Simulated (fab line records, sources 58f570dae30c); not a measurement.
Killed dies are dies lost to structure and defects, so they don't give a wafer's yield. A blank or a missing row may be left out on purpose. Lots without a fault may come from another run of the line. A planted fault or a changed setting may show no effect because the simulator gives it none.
Which tool did it? | flow berkeley_cmos170 | 14 lots, 42 wafers sampled, at 4 steps of a route of 331

WHAT THE GAUGES READ, wafer by wafer
UCB170_V2_CD_MEAS_12: target cd 700 nm. Usual: cd_nm 700.1 nm, standard deviation 1.7.
lot  | measured     | on        | cd_nm (nm)        | flag
L434 | day 7 23:12  | cd_sem-01 | 700.6 701.2 700.5 |
L435 | day 8 09:08  | cd_sem-02 | 701.2 703.2 700.9 |
L438 | day 9 01:34  | cd_sem-01 | 700.4 700.8 701.0 |
L439 | day 9 18:58  | cd_sem-01 | 699.0 699.4 699.4 |
L440 | day 9 19:58  | cd_sem-01 | 698.0 697.7 697.0 |
L442 | day 9 19:58  | cd_sem-02 | 701.2 700.3 701.2 |
L443 | day 9 20:29  | cd_sem-02 | 698.8 698.6 697.8 |
L447 | day 10 14:33 | cd_sem-02 | 699.6 698.5 699.6 |
L445 | day 10 14:27 | cd_sem-02 | 700.3 701.1 701.8 |
L446 | day 10 19:16 | cd_sem-02 | 701.7 700.5 700.2 |
L451 | day 11 06:46 | cd_sem-02 | 701.4 700.3 700.1 |
L456 | day 12 01:36 | cd_sem-02 | 698.9 699.9 700.9 |
L453 | day 12 02:46 | cd_sem-02 | 703.2 702.9 704.0 |
L455 | day 12 03:35 | cd_sem-01 | 697.1 698.8 699.7 |

UCB170_M3_CD_MEAS_90: target cd 700 nm. Usual: cd_nm 699.7 nm, standard deviation 2.8.
lot  | measured     | on        | cd_nm (nm)        | flag
L434 | day 8 02:19  | cd_sem-02 | 700.8 697.6 700.4 |
L435 | day 8 12:30  | cd_sem-02 | 696.5 697.0 699.0 |
L438 | day 9 04:38  | cd_sem-02 | 699.4 698.6 697.0 |
L439 | day 10 00:47 | cd_sem-01 | 700.1 701.0 701.2 |
L440 | day 10 01:59 | cd_sem-01 | 702.3 701.7 701.0 |
L442 | day 10 02:14 | cd_sem-01 | 698.6 697.6 701.0 |
L443 | day 10 02:35 | cd_sem-01 | 702.5 702.5 701.6 |
L447 | day 10 19:25 | cd_sem-01 | 699.5 700.7 697.7 |
L445 | day 10 19:10 | cd_sem-01 | 705.1 702.0 705.5 |
L446 | day 10 22:41 | cd_sem-01 | 700.4 700.7 700.8 |
L451 | day 11 10:37 | cd_sem-01 | 703.8 702.1 699.4 |
L456 | day 12 07:01 | cd_sem-02 | 693.7 700.0 697.1 |
L453 | day 12 07:40 | cd_sem-02 | 701.8 701.7 702.1 |
L455 | day 12 08:14 | cd_sem-02 | 698.7 698.0 696.6 |

WHICH TOOL RAN EACH LOT (tool, then ch and the chambers of the sampled wafers, then the start)
lot  | UCB170_M2_STRIP_19                   | UCB170_M3_STRIP_19
L434 | plasma_asher-01 ch 0,1, day 7 18:38  | plasma_asher-03 ch 0, day 8 02:13
L435 | plasma_asher-01 ch 0,1, day 8 07:07  | plasma_asher-01 ch 0,1, day 8 12:23
L438 | plasma_asher-01 ch 0,1, day 8 23:19  | plasma_asher-03 ch 0,1, day 9 04:32
L439 | plasma_asher-03 ch 0,1, day 9 15:37  | plasma_asher-03 ch 0,1, day 10 00:41
L440 | plasma_asher-01 ch 0,1, day 9 15:44  | plasma_asher-01 ch 1, day 10 01:52
L442 | plasma_asher-04 ch 0,1, day 9 15:53  | plasma_asher-01 ch 0,1, day 10 02:08
L443 | plasma_asher-01 ch 0,1, day 9 16:10  | plasma_asher-02 ch 0,1, day 10 02:25
L447 | plasma_asher-04 ch 1, day 10 11:14   | plasma_asher-03 ch 1, day 10 19:19
L445 | plasma_asher-01 ch 0,1, day 10 11:20 | plasma_asher-01 ch 0,1, day 10 19:02
L446 | plasma_asher-01 ch 1, day 10 15:16   | plasma_asher-03 ch 1, day 10 22:35
L451 | plasma_asher-03 ch 0,1, day 11 04:35 | plasma_asher-03 ch 0,1, day 11 10:31
L456 | plasma_asher-03 ch 0,1, day 11 22:53 | plasma_asher-02 ch 0,1, day 12 06:53
L453 | plasma_asher-04 ch 0,1, day 11 23:44 | plasma_asher-01 ch 0,1, day 12 07:34
L455 | plasma_asher-01 ch 1, day 12 00:08   | plasma_asher-03 ch 0,1, day 12 08:08
- UCB170_M2_STRIP_19: strips in O2.
- UCB170_M3_STRIP_19: strips in O2.

WHAT THE TOOLS THEMSELVES READ (means of the sampled wafers that have a number; where no wafer has one, the mark that the record gives instead)
UCB170_M2_STRIP_19. Usual: drypump_motor_current_A 5.9 A, standard deviation 0.35; oes_product_au 0.549 a.u., standard deviation 0.014.
lot  | tool            | drypump_motor_current_A (A) | oes_product_au (a.u.) | flag
L434 | plasma_asher-01 | 6.0                         | 0.544                 |
L435 | plasma_asher-01 | 6.0                         | 0.549                 |
L438 | plasma_asher-01 | 6.0                         | 0.566                 |
L439 | plasma_asher-03 | 6.1                         | 0.556                 |
L440 | plasma_asher-01 | 6.0                         | 0.550                 |
L442 | plasma_asher-04 | 5.3                         | 0.536                 |
L443 | plasma_asher-01 | 6.1                         | 0.556                 |
L447 | plasma_asher-04 | 5.4                         | 0.545                 |
L445 | plasma_asher-01 | 6.0                         | 0.544                 |
L446 | plasma_asher-01 | 5.8                         | 0.555                 |
L451 | plasma_asher-03 | 6.1                         | 0.546                 |
L456 | plasma_asher-03 | 6.1                         | 0.545                 |
L453 | plasma_asher-04 | 5.3                         | 0.563                 |
L455 | plasma_asher-01 | 5.8                         | 0.540                 |

UCB170_M3_STRIP_19. Usual: drypump_motor_current_A 6.04 A, standard deviation 0.2; oes_product_au 0.548 a.u., standard deviation 0.013.
lot  | tool            | drypump_motor_current_A (A) | oes_product_au (a.u.) | flag
L434 | plasma_asher-03 | 6.24                        | 0.545                 |
L435 | plasma_asher-01 | 5.96                        | 0.538                 |
L438 | plasma_asher-03 | 6.12                        | 0.543                 |
L439 | plasma_asher-03 | 6.11                        | 0.556                 |
L440 | plasma_asher-01 | 5.76                        | 0.539                 |
L442 | plasma_asher-01 | 5.94                        | 0.559                 |
L443 | plasma_asher-02 | 5.87                        | 0.559                 |
L447 | plasma_asher-03 | 6.04                        | 0.549                 |
L445 | plasma_asher-01 | 6.13                        | 0.565                 |
L446 | plasma_asher-03 | 6.04                        | 0.541                 |
L451 | plasma_asher-03 | 6.12                        | 0.562                 |
L456 | plasma_asher-02 | 6.03                        | 0.536                 |
L453 | plasma_asher-01 | 6.11                        | 0.567                 |
L455 | plasma_asher-03 | 6.11                        | 0.538                 |

THE ANSWER, worked out from the rows above alone
Rule: a lot is off if the mean of its wafers that have a number lies more than 3 standard deviations from the usual mean. A lot without any number at a reading at which 4 lots or more have one is off too. The other lots that the step has rows for count as sound. The gauges are gone through in route order, then the tools' own readings, and for those a lot's mean is taken as printed above. The first step at which some lot is off is used, and at that step the reading that is off furthest; a lot without a number counts as furthest.
No lot is off at any reading shown: from this, nothing can be told.

WHAT THE SIMULATOR HAD PUT IN
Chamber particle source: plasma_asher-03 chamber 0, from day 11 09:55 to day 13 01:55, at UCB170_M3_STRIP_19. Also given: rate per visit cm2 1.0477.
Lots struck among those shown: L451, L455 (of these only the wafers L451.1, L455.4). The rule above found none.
